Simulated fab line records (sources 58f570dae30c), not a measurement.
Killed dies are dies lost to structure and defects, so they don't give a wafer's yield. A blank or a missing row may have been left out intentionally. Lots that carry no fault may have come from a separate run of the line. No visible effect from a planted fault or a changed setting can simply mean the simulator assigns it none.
Split-lot trial || flow berkeley-cmos170 || route with 331 steps; 5 lots, 23 wafers read

== SPLIT DETAILS ==
At UCB170_NLDD_COAT_01 (resist thk 900 nm), the setting resist-thk-nm was moved away from the recipe's 900 nm on 10 of the 23 wafers read, by -5.0% to +2.8%. For the rest of the wafers, this setting stayed at what the recipe calls for.

The reading comes from the split's own step.

== THE READING ==
KrF_of_NLDD_COAT_01.thk-nm (the simulator's own value, which no gauge read), in nm, at UCB170_NLDD_COAT_01 (resist thk 900 nm). The file does not state a usual value for it. Here, 13 wafers ran the recipe; their average is 899.6 nm with a standard deviation of 1.5 nm.

{"wafer": "L079.1", "tool, chamber at the split": "litho-track-03, 0", "resist-thk-nm as run, nm": 900, "against the recipe": "recipe", "KrF_of_NLDD_COAT_01.thk-nm, nm": 898.7, "against lot-mates on the recipe": "-"}
{"wafer": "L079.3", "tool, chamber at the split": "litho-track-03, 0", "resist-thk-nm as run, nm": 900, "against the recipe": "recipe", "KrF_of_NLDD_COAT_01.thk-nm, nm": 895.9, "against lot-mates on the recipe": "-"}
{"wafer": "L079.4", "tool, chamber at the split": "litho-track-03, 0", "resist-thk-nm as run, nm": 900, "against the recipe": "recipe", "KrF_of_NLDD_COAT_01.thk-nm, nm": 897.8, "against lot-mates on the recipe": "-"}
{"wafer": "L081.1", "tool, chamber at the split": "litho-track-04, 0", "resist-thk-nm as run, nm": 900, "against the recipe": "recipe", "KrF_of_NLDD_COAT_01.thk-nm, nm": 899.2, "against lot-mates on the recipe": "-"}
{"wafer": "L081.2", "tool, chamber at the split": "litho-track-04, 0", "resist-thk-nm as run, nm": 900, "against the recipe": "recipe", "KrF_of_NLDD_COAT_01.thk-nm, nm": 900, "against lot-mates on the recipe": "-"}
{"wafer": "L081.4", "tool, chamber at the split": "litho-track-04, 0", "resist-thk-nm as run, nm": 900, "against the recipe": "recipe", "KrF_of_NLDD_COAT_01.thk-nm, nm": 900.1, "against lot-mates on the recipe": "-"}
{"wafer": "L081.5", "tool, chamber at the split": "litho-track-04, 0", "resist-thk-nm as run, nm": 883.9, "against the recipe": "-1.8%", "KrF_of_NLDD_COAT_01.thk-nm, nm": 884.9, "against lot-mates on the recipe": -14.9}
{"wafer": "L081.6", "tool, chamber at the split": "litho-track-04, 0", "resist-thk-nm as run, nm": 883.9, "against the recipe": "-1.8%", "KrF_of_NLDD_COAT_01.thk-nm, nm": 882.8, "against lot-mates on the recipe": -17.0}
{"wafer": "L082.1", "tool, chamber at the split": "litho-track-01, 0", "resist-thk-nm as run, nm": 900, "against the recipe": "recipe", "KrF_of_NLDD_COAT_01.thk-nm, nm": 900.1, "against lot-mates on the recipe": "-"}
{"wafer": "L082.2", "tool, chamber at the split": "litho-track-01, 0", "resist-thk-nm as run, nm": 925.1, "against the recipe": "+2.8%", "KrF_of_NLDD_COAT_01.thk-nm, nm": 925.9, "against lot-mates on the recipe": "+25.4"}
{"wafer": "L082.4", "tool, chamber at the split": "litho-track-01, 0", "resist-thk-nm as run, nm": 925.1, "against the recipe": "+2.8%", "KrF_of_NLDD_COAT_01.thk-nm, nm": 926.4, "against lot-mates on the recipe": "+25.9"}
{"wafer": "L082.5", "tool, chamber at the split": "litho-track-01, 0", "resist-thk-nm as run, nm": 925.1, "against the recipe": "+2.8%", "KrF_of_NLDD_COAT_01.thk-nm, nm": 923.3, "against lot-mates on the recipe": "+22.8"}
{"wafer": "L082.6", "tool, chamber at the split": "litho-track-01, 0", "resist-thk-nm as run, nm": 900, "against the recipe": "recipe", "KrF_of_NLDD_COAT_01.thk-nm, nm": 900.8, "against lot-mates on the recipe": "-"}
{"wafer": "L084.2", "tool, chamber at the split": "litho-track-03, 0", "resist-thk-nm as run, nm": 855.1, "against the recipe": "-5.0%", "KrF_of_NLDD_COAT_01.thk-nm, nm": 859.2, "against lot-mates on the recipe": -40.4}
{"wafer": "L084.3", "tool, chamber at the split": "litho-track-03, 0", "resist-thk-nm as run, nm": 855.1, "against the recipe": "-5.0%", "KrF_of_NLDD_COAT_01.thk-nm, nm": 856, "against lot-mates on the recipe": -43.6}
{"wafer": "L084.4", "tool, chamber at the split": "litho-track-03, 0", "resist-thk-nm as run, nm": 900, "against the recipe": "recipe", "KrF_of_NLDD_COAT_01.thk-nm, nm": 900.3, "against lot-mates on the recipe": "-"}
{"wafer": "L084.5", "tool, chamber at the split": "litho-track-03, 0", "resist-thk-nm as run, nm": 900, "against the recipe": "recipe", "KrF_of_NLDD_COAT_01.thk-nm, nm": 899.2, "against lot-mates on the recipe": "-"}
{"wafer": "L084.6", "tool, chamber at the split": "litho-track-03, 0", "resist-thk-nm as run, nm": 900, "against the recipe": "recipe", "KrF_of_NLDD_COAT_01.thk-nm, nm": 899.2, "against lot-mates on the recipe": "-"}
{"wafer": "L085.1", "tool, chamber at the split": "litho-track-04, 0", "resist-thk-nm as run, nm": 900, "against the recipe": "recipe", "KrF_of_NLDD_COAT_01.thk-nm, nm": 901.7, "against lot-mates on the recipe": "-"}
{"wafer": "L085.2", "tool, chamber at the split": "litho-track-04, 0", "resist-thk-nm as run, nm": 885.3, "against the recipe": "-1.6%", "KrF_of_NLDD_COAT_01.thk-nm, nm": 882.9, "against lot-mates on the recipe": -18.6}
{"wafer": "L085.3", "tool, chamber at the split": "litho-track-04, 0", "resist-thk-nm as run, nm": 900, "against the recipe": "recipe", "KrF_of_NLDD_COAT_01.thk-nm, nm": 901.3, "against lot-mates on the recipe": "-"}
{"wafer": "L085.4", "tool, chamber at the split": "litho-track-04, 0", "resist-thk-nm as run, nm": 885.3, "against the recipe": "-1.6%", "KrF_of_NLDD_COAT_01.thk-nm, nm": 883.2, "against lot-mates on the recipe": -18.3}
{"wafer": "L085.5", "tool, chamber at the split": "litho-track-04, 0", "resist-thk-nm as run, nm": 885.3, "against the recipe": "-1.6%", "KrF_of_NLDD_COAT_01.thk-nm, nm": 885.2, "against lot-mates on the recipe": -16.3}

THE FIT
A straight line over all 23 wafers: KrF_of_NLDD_COAT_01.thk-nm changes by +8.78 nm for each +1% of resist-thk-nm; r = +1.00; the points scatter about the line by 1.7 nm.
The same after taking each lot's own level away (the mean of its wafers on the recipe; 23 wafers): +8.76 nm for each +1%; r = +1.00; scatter 1.7 nm.
The reading moves by 44 nm for the largest change in resist-thk-nm, on that fit.
The lots' own levels span 897.47 to 901.50 nm, that is 2.7 times the standard deviation above.
The two slopes agree, so the slope changes little with the lot-to-lot level.
Check: -45.5 nm against its lot-mates is what the line predicts for one of the wafers moved furthest among these (-5.0%) when that wafer is left out of the fit. Against them it came out at -40.4 nm.

== THESE WAFERS: OTHER SPLITS ==
Before the reading, these wafers also passed through other splits. Each is held against what the fit with the lots' levels taken away leaves over:
{"other split on the same wafers": "UCB170_ZERO_COAT_01 spin-rpm", "wafers away from the commonest value": 6, "r with KrF_of_NLDD_COAT_01.thk-nm (lot level and that fit taken away)": "+0.20"}
{"other split on the same wafers": "UCB170_ZERO_STRIP_07 o2-flow-sccm", "wafers away from the commonest value": 6, "r with KrF_of_NLDD_COAT_01.thk-nm (lot level and that fit taken away)": -0.01}
{"other split on the same wafers": "UCB170_PWELL_OXIDATION_02 temp-c", "wafers away from the commonest value": 10, "r with KrF_of_NLDD_COAT_01.thk-nm (lot level and that fit taken away)": -0.49}
{"other split on the same wafers": "UCB170_PWELL_PEB_11 peb-temp-c", "wafers away from the commonest value": 9, "r with KrF_of_NLDD_COAT_01.thk-nm (lot level and that fit taken away)": -0.03}
{"other split on the same wafers": "UCB170_FIELD_OXIDATION_01 ox-time-s", "wafers away from the commonest value": 15, "r with KrF_of_NLDD_COAT_01.thk-nm (lot level and that fit taken away)": "+0.22"}
{"other split on the same wafers": "UCB170_FIELD_WET_ETCH_06 time-s", "wafers away from the commonest value": 10, "r with KrF_of_NLDD_COAT_01.thk-nm (lot level and that fit taken away)": -0.56}
{"other split on the same wafers": "UCB170_PVT_IMPLANT_07 dose-cm2", "wafers away from the commonest value": 10, "r with KrF_of_NLDD_COAT_01.thk-nm (lot level and that fit taken away)": "+0.04"}
{"other split on the same wafers": "UCB170_PVT_STRIP_08 o2-flow-sccm", "wafers away from the commonest value": 8, "r with KrF_of_NLDD_COAT_01.thk-nm (lot level and that fit taken away)": -0.49}

== THE WHOLE CHAIN: every reading that the file lists as answering this split, in the file's order ==
{"step": "UCB170_NLDD_COAT_01", "what it does": "resist thk 900 nm", "reading": "KrF_of_NLDD_COAT_01.thk-nm (the simulator's own value, which no gauge read)", "change (the file's fit)": "+8.72 nm for each +1% of the setting", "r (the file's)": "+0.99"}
{"step": "UCB170_NLDD_STRIP_10", "what it does": "strips in O2", "reading": "strip-time-to-endpoint-s", "change (the file's fit)": "withheld for each +1% of the setting", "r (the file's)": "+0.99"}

== THE FILE'S OWN FIT ==
KrF_of_NLDD_COAT_01.thk-nm changes by +8.72 nm for each +1% of resist-thk-nm, r = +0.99.
